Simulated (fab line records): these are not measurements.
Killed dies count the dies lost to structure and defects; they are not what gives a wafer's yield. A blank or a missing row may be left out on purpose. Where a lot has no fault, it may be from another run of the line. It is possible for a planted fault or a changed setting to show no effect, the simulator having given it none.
What tool caused it? / flow rit-cmos / 14 lots, 42 wafers sampled, at 5 steps of a route of 202

## WHAT THE GAUGES READ, wafer by wafer
The record holds no reading of a measuring or inspecting step that can be judged against a usual standard deviation.

## TOOL THAT RAN EACH LOT (tool first, then ch and the chambers of the sampled wafers, then the start)
lot=L703; RIT_GATE_ETCH_19=rie-si-01 ch 0,1,2, day 3 00:04; RIT_PLDD_STRIP_09=plasma-asher-04 ch 0,1, day 3 07:07; RIT_NSD_STRIP_09=plasma-asher-03 ch 0,1, day 3 12:27; RIT_SDANNEAL_RTA_03=rtp-anneal-02 ch 0, day 3 14:37; RIT_M1_PROBE_99=-
lot=L705; RIT_GATE_ETCH_19=rie-si-01 ch 1,3, day 3 10:28; RIT_PLDD_STRIP_09=plasma-asher-02 ch 0,1, day 3 16:50; RIT_NSD_STRIP_09=plasma-asher-01 ch 0,1, day 3 22:36; RIT_SDANNEAL_RTA_03=rtp-anneal-02 ch 0, day 4 00:47; RIT_M1_PROBE_99=-
lot=L706; RIT_GATE_ETCH_19=rie-si-02 ch 0,1,2, day 3 17:20; RIT_PLDD_STRIP_09=plasma-asher-04 ch 0,1, day 4 00:35; RIT_NSD_STRIP_09=plasma-asher-03 ch 0,1, day 4 04:39; RIT_SDANNEAL_RTA_03=rtp-anneal-01 ch 0, day 4 06:52; RIT_M1_PROBE_99=-
lot=L707; RIT_GATE_ETCH_19=rie-si-01 ch 1,3, day 3 17:37; RIT_PLDD_STRIP_09=plasma-asher-02 ch 0, day 4 00:46; RIT_NSD_STRIP_09=plasma-asher-03 ch 0,1, day 4 05:46; RIT_SDANNEAL_RTA_03=rtp-anneal-02 ch 0, day 4 08:10; RIT_M1_PROBE_99=prober-01, day 4 16:02
lot=L708; RIT_GATE_ETCH_19=rie-si-02 ch 1,2, day 3 20:22; RIT_PLDD_STRIP_09=plasma-asher-02 ch 0,1, day 4 03:56; RIT_NSD_STRIP_09=plasma-asher-03 ch 0, day 4 08:15; RIT_SDANNEAL_RTA_03=rtp-anneal-01 ch 0, day 4 10:29; RIT_M1_PROBE_99=-
lot=L709; RIT_GATE_ETCH_19=rie-si-01 ch 0,1,3, day 4 06:13; RIT_PLDD_STRIP_09=plasma-asher-04 ch 0,1, day 4 12:14; RIT_NSD_STRIP_09=plasma-asher-04 ch 0,1, day 4 17:14; RIT_SDANNEAL_RTA_03=rtp-anneal-02 ch 0, day 4 19:17; RIT_M1_PROBE_99=-
lot=L710; RIT_GATE_ETCH_19=rie-si-02 ch 0,1, day 4 07:15; RIT_PLDD_STRIP_09=plasma-asher-04 ch 0,1, day 4 13:50; RIT_NSD_STRIP_09=plasma-asher-01 ch 0,1, day 4 17:55; RIT_SDANNEAL_RTA_03=rtp-anneal-01 ch 0, day 4 20:03; RIT_M1_PROBE_99=-
lot=L712; RIT_GATE_ETCH_19=rie-si-02 ch 2,3, day 4 22:35; RIT_PLDD_STRIP_09=plasma-asher-01 ch 0,1, day 5 05:01; RIT_NSD_STRIP_09=plasma-asher-03 ch 1, day 5 09:04; RIT_SDANNEAL_RTA_03=rtp-anneal-01 ch 0, day 5 11:31; RIT_M1_PROBE_99=prober-02, day 5 19:23
lot=L713; RIT_GATE_ETCH_19=rie-si-01 ch 1,3, day 5 00:38; RIT_PLDD_STRIP_09=plasma-asher-02 ch 0,1, day 5 07:25; RIT_NSD_STRIP_09=plasma-asher-03 ch 0,1, day 5 12:25; RIT_SDANNEAL_RTA_03=rtp-anneal-02 ch 0, day 5 14:49; RIT_M1_PROBE_99=prober-01, day 5 22:11
lot=L714; RIT_GATE_ETCH_19=rie-si-02 ch 0,1,2, day 5 02:16; RIT_PLDD_STRIP_09=plasma-asher-02 ch 0,1, day 5 09:07; RIT_NSD_STRIP_09=plasma-asher-03 ch 0,1, day 5 13:25; RIT_SDANNEAL_RTA_03=rtp-anneal-01 ch 0, day 5 15:39; RIT_M1_PROBE_99=prober-02, day 5 23:41
lot=L716; RIT_GATE_ETCH_19=rie-si-02 ch 0,2,3, day 5 14:11; RIT_PLDD_STRIP_09=plasma-asher-01 ch 0,1, day 5 23:46; RIT_NSD_STRIP_09=plasma-asher-03 ch 0,1, day 6 03:49; RIT_SDANNEAL_RTA_03=rtp-anneal-01 ch 0, day 6 06:02; RIT_M1_PROBE_99=prober-02, day 6 13:25
lot=L718; RIT_GATE_ETCH_19=rie-si-02 ch 0,1, day 6 04:52; RIT_PLDD_STRIP_09=plasma-asher-04 ch 0,1, day 6 10:58; RIT_NSD_STRIP_09=plasma-asher-03 ch 0,1, day 6 15:01; RIT_SDANNEAL_RTA_03=rtp-anneal-01 ch 0, day 6 17:04; RIT_M1_PROBE_99=prober-02, day 7 00:38
lot=L720; RIT_GATE_ETCH_19=rie-si-02 ch 0,1, day 6 14:11; RIT_PLDD_STRIP_09=plasma-asher-02 ch 0,1, day 6 21:14; RIT_NSD_STRIP_09=plasma-asher-04 ch 0,1, day 7 01:10; RIT_SDANNEAL_RTA_03=rtp-anneal-01 ch 0, day 7 03:13; RIT_M1_PROBE_99=prober-02, day 7 10:47
lot=L725; RIT_GATE_ETCH_19=rie-si-01 ch 1,2, day 7 19:56; RIT_PLDD_STRIP_09=plasma-asher-02 ch 0,1, day 8 05:55; RIT_NSD_STRIP_09=plasma-asher-01 ch 0,1, day 8 09:57; RIT_SDANNEAL_RTA_03=rtp-anneal-02 ch 0, day 8 11:59; RIT_M1_PROBE_99=-
- RIT_GATE_ETCH_19: etches poly-Si in SF6/CHF3/O2, stops on SiO2, time 165 s, target depth 312.5 nm.
- RIT_PLDD_STRIP_09: strips in O2, time 180 s.
- RIT_NSD_STRIP_09: strips in O2, time 180 s.
- RIT_SDANNEAL_RTA_03: time 5 s.
- RIT_M1_PROBE_99

## AS READ BY THE TOOLS THEMSELVES (means over the sampled wafers that have a number; for cases with no such wafer, the mark the record gives instead)
RIT_GATE_ETCH_19. Usual: drypump-motor-current-A 5.50 A, standard deviation 0.23; oes-product-au 0.844 a.u., standard deviation 0.015; rf-fwd-power-W 159.5 W, standard deviation 0.53; throttle-valve-pct 10.29 %, standard deviation 0.17.
lot=L703; tool=rie-si-01; drypump-motor-current-A (A)=5.55; oes-product-au (a.u.)=0.848; rf-fwd-power-W (W)=159.6; throttle-valve-pct (%)=10.42; flag=
lot=L705; tool=rie-si-01; drypump-motor-current-A (A)=5.75; oes-product-au (a.u.)=0.852; rf-fwd-power-W (W)=159.5; throttle-valve-pct (%)=10.11; flag=
lot=L706; tool=rie-si-02; drypump-motor-current-A (A)=5.34; oes-product-au (a.u.)=0.827; rf-fwd-power-W (W)=159.0; throttle-valve-pct (%)=10.30; flag=
lot=L707; tool=rie-si-01; drypump-motor-current-A (A)=5.74; oes-product-au (a.u.)=0.868; rf-fwd-power-W (W)=160.0; throttle-valve-pct (%)=10.27; flag=
lot=L708; tool=rie-si-02; drypump-motor-current-A (A)=5.51; oes-product-au (a.u.)=0.836; rf-fwd-power-W (W)=159.7; throttle-valve-pct (%)=10.35; flag=
lot=L709; tool=rie-si-01; drypump-motor-current-A (A)=5.59; oes-product-au (a.u.)=0.851; rf-fwd-power-W (W)=159.6; throttle-valve-pct (%)=10.25; flag=
lot=L710; tool=rie-si-02; drypump-motor-current-A (A)=5.26; oes-product-au (a.u.)=0.834; rf-fwd-power-W (W)=158.9; throttle-valve-pct (%)=10.24; flag=
lot=L712; tool=rie-si-02; drypump-motor-current-A (A)=5.62; oes-product-au (a.u.)=0.841; rf-fwd-power-W (W)=159.6; throttle-valve-pct (%)=10.39; flag=
lot=L713; tool=rie-si-01; drypump-motor-current-A (A)=5.72; oes-product-au (a.u.)=0.860; rf-fwd-power-W (W)=160.1; throttle-valve-pct (%)=10.11; flag=
lot=L714; tool=rie-si-02; drypump-motor-current-A (A)=5.34; oes-product-au (a.u.)=0.838; rf-fwd-power-W (W)=159.5; throttle-valve-pct (%)=10.29; flag=
lot=L716; tool=rie-si-02; drypump-motor-current-A (A)=5.44; oes-product-au (a.u.)=0.831; rf-fwd-power-W (W)=159.5; throttle-valve-pct (%)=10.35; flag=
lot=L718; tool=rie-si-02; drypump-motor-current-A (A)=5.17; oes-product-au (a.u.)=0.838; rf-fwd-power-W (W)=133.7; throttle-valve-pct (%)=10.24; flag=OFF
lot=L720; tool=rie-si-02; drypump-motor-current-A (A)=5.16; oes-product-au (a.u.)=0.828; rf-fwd-power-W (W)=133.6; throttle-valve-pct (%)=10.23; flag=OFF
lot=L725; tool=rie-si-01; drypump-motor-current-A (A)=5.66; oes-product-au (a.u.)=0.863; rf-fwd-power-W (W)=159.7; throttle-valve-pct (%)=10.43; flag=

RIT_PLDD_STRIP_09. Usual: 5.8 A for drypump-motor-current-A, sd 0.61.
lot=L703; tool=plasma-asher-04; drypump-motor-current-A (A)=6.0; flag=
lot=L705; tool=plasma-asher-02; drypump-motor-current-A (A)=5.6; flag=
lot=L706; tool=plasma-asher-04; drypump-motor-current-A (A)=6.0; flag=
lot=L707; tool=plasma-asher-02; drypump-motor-current-A (A)=6.5; flag=
lot=L708; tool=plasma-asher-02; drypump-motor-current-A (A)=5.6; flag=
lot=L709; tool=plasma-asher-04; drypump-motor-current-A (A)=6.2; flag=
lot=L710; tool=plasma-asher-04; drypump-motor-current-A (A)=6.0; flag=
lot=L712; tool=plasma-asher-01; drypump-motor-current-A (A)=5.1; flag=
lot=L713; tool=plasma-asher-02; drypump-motor-current-A (A)=5.5; flag=
lot=L714; tool=plasma-asher-02; drypump-motor-current-A (A)=6.0; flag=
lot=L716; tool=plasma-asher-01; drypump-motor-current-A (A)=5.2; flag=
lot=L718; tool=plasma-asher-04; drypump-motor-current-A (A)=6.0; flag=
lot=L720; tool=plasma-asher-02; drypump-motor-current-A (A)=6.0; flag=
lot=L725; tool=plasma-asher-02; drypump-motor-current-A (A)=6.0; flag=

RIT_NSD_STRIP_09. Usual: 5.7 A for drypump-motor-current-A, sd 0.4.
lot=L703; tool=plasma-asher-03; drypump-motor-current-A (A)=5.9; flag=
lot=L705; tool=plasma-asher-01; drypump-motor-current-A (A)=5.1; flag=
lot=L706; tool=plasma-asher-03; drypump-motor-current-A (A)=5.8; flag=
lot=L707; tool=plasma-asher-03; drypump-motor-current-A (A)=5.8; flag=
lot=L708; tool=plasma-asher-03; drypump-motor-current-A (A)=6.1; flag=
lot=L709; tool=plasma-asher-04; drypump-motor-current-A (A)=6.2; flag=
lot=L710; tool=plasma-asher-01; drypump-motor-current-A (A)=5.1; flag=
lot=L712; tool=plasma-asher-03; drypump-motor-current-A (A)=5.7; flag=
lot=L713; tool=plasma-asher-03; drypump-motor-current-A (A)=6.0; flag=
lot=L714; tool=plasma-asher-03; drypump-motor-current-A (A)=5.8; flag=
lot=L716; tool=plasma-asher-03; drypump-motor-current-A (A)=5.8; flag=
lot=L718; tool=plasma-asher-03; drypump-motor-current-A (A)=5.9; flag=
lot=L720; tool=plasma-asher-04; drypump-motor-current-A (A)=6.2; flag=
lot=L725; tool=plasma-asher-01; drypump-motor-current-A (A)=5.1; flag=

RIT_SDANNEAL_RTA_03. Usual: chamber-o2-ppm 2.005, standard deviation 0.023; wafer_temp_C_max 1053.4, standard deviation 1.1.
lot=L703 tool=rtp-anneal-02 chamber-o2-ppm=1.983 wafer_temp_C_max=1054.1 flag=
lot=L705 tool=rtp-anneal-02 chamber-o2-ppm=1.993 wafer_temp_C_max=1053.3 flag=
lot=L706 tool=rtp-anneal-01 chamber-o2-ppm=2.014 wafer_temp_C_max=1053.3 flag=
lot=L707 tool=rtp-anneal-02 chamber-o2-ppm=2.018 wafer_temp_C_max=1054.1 flag=
lot=L708 tool=rtp-anneal-01 chamber-o2-ppm=2.017 wafer_temp_C_max=1053.2 flag=
lot=L709 tool=rtp-anneal-02 chamber-o2-ppm=2.015 wafer_temp_C_max=1051.9 flag=
lot=L710 tool=rtp-anneal-01 chamber-o2-ppm=2.006 wafer_temp_C_max=1054.4 flag=
lot=L712 tool=rtp-anneal-01 chamber-o2-ppm=1.983 wafer_temp_C_max=1053.0 flag=
lot=L713 tool=rtp-anneal-02 chamber-o2-ppm=1.984 wafer_temp_C_max=1053.6 flag=
lot=L714 tool=rtp-anneal-01 chamber-o2-ppm=2.007 wafer_temp_C_max=1052.7 flag=
lot=L716 tool=rtp-anneal-01 chamber-o2-ppm=1.997 wafer_temp_C_max=1053.6 flag=
lot=L718 tool=rtp-anneal-01 chamber-o2-ppm=2.015 wafer_temp_C_max=1053.6 flag=
lot=L720 tool=rtp-anneal-01 chamber-o2-ppm=2.052 wafer_temp_C_max=1052.7 flag=
lot=L725 tool=rtp-anneal-02 chamber-o2-ppm=2.020 wafer_temp_C_max=1054.8 flag=

RIT_M1_PROBE_99. Usual: killed_at_M0_to_M3 is 0.0 with standard deviation 0.23, killed-at-contacts is 0.1 with standard deviation 0.23, killed-at-front-end is 7 with standard deviation 3, killed-dies is 7 with standard deviation 3, killed-on-rim is 2.0 with standard deviation 1.2, killed-open is 3.3 with standard deviation 2.1, and killed-short is 3.7 with standard deviation 1.9.
lot=L707 tool=prober-01 killed_at_M0_to_M3=0.0 killed-at-contacts=0.3 killed-at-front-end=4 killed-dies=5 killed-on-rim=1.0 killed-open=1.3 killed-short=3.3 flag=
lot=L712 tool=prober-02 killed_at_M0_to_M3=0.0 killed-at-contacts=0.0 killed-at-front-end=9 killed-dies=9 killed-on-rim=1.7 killed-open=5.7 killed-short=3.3 flag=
lot=L713 tool=prober-01 killed_at_M0_to_M3=0.3 killed-at-contacts=0.0 killed-at-front-end=4 killed-dies=5 killed-on-rim=2.3 killed-open=2.3 killed-short=2.3 flag=
lot=L714 tool=prober-02 killed_at_M0_to_M3=0.3 killed-at-contacts=0.0 killed-at-front-end=6 killed-dies=7 killed-on-rim=3.0 killed-open=2.3 killed-short=4.3 flag=
lot=L716 tool=prober-02 killed_at_M0_to_M3=0.0 killed-at-contacts=0.0 killed-at-front-end=5 killed-dies=5 killed-on-rim=1.3 killed-open=2.0 killed-short=3.0 flag=
lot=L718 tool=prober-02 killed_at_M0_to_M3=0.0 killed-at-contacts=0.0 killed-at-front-end=31 killed-dies=31 killed-on-rim=21.0 killed-open=2.7 killed-short=1.3 flag=OFF
lot=L720 tool=prober-02 killed_at_M0_to_M3=0.0 killed-at-contacts=0.0 killed-at-front-end=12 killed-dies=12 killed-on-rim=6.3 killed-open=3.0 killed-short=3.0 flag=OFF

## THE ANSWER, worked out from the rows above alone
Rule: a lot is off if the mean of its wafers that have a number lies more than 3 standard deviations from the usual mean. Also off: a lot with no number at a reading for which 4 or more lots have one. Any other lot the step has rows for is counted as sound. Order of review: gauges by route order, followed by the tools' own readings, for which a lot's mean as printed above is used. The first step at which some lot is off is used, and at that step the reading that is off furthest; a lot without a number counts as furthest.
Off: L718, L720 (RIT_GATE_ETCH_19, rf-fwd-power-W).
A tool fits if, at that step or a process step before it, it ran every lot that is off, and no sound lot after the first of them. One fits: RIT_GATE_ETCH_19 on rie-si-02. A fault onset in the window from L716 (day 5 14:11, its last sound lot) to L718 (day 6 04:52, its first lot off) fits.
On the lots that are off, the tool's own readings at RIT_GATE_ETCH_19 differ by more than 5 times the standard deviation of the sound lots' means, which bears it out; rf-fwd-power-W reads 133.6 W there versus 159.6 W on the sound lots.

## WHAT THE SIMULATOR HAD INSERTED
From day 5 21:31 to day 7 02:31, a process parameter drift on rie-si-02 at RIT_GATE_ETCH_19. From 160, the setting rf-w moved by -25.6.
Struck lots among those shown: L718, L720. The rule above reached the same finding.
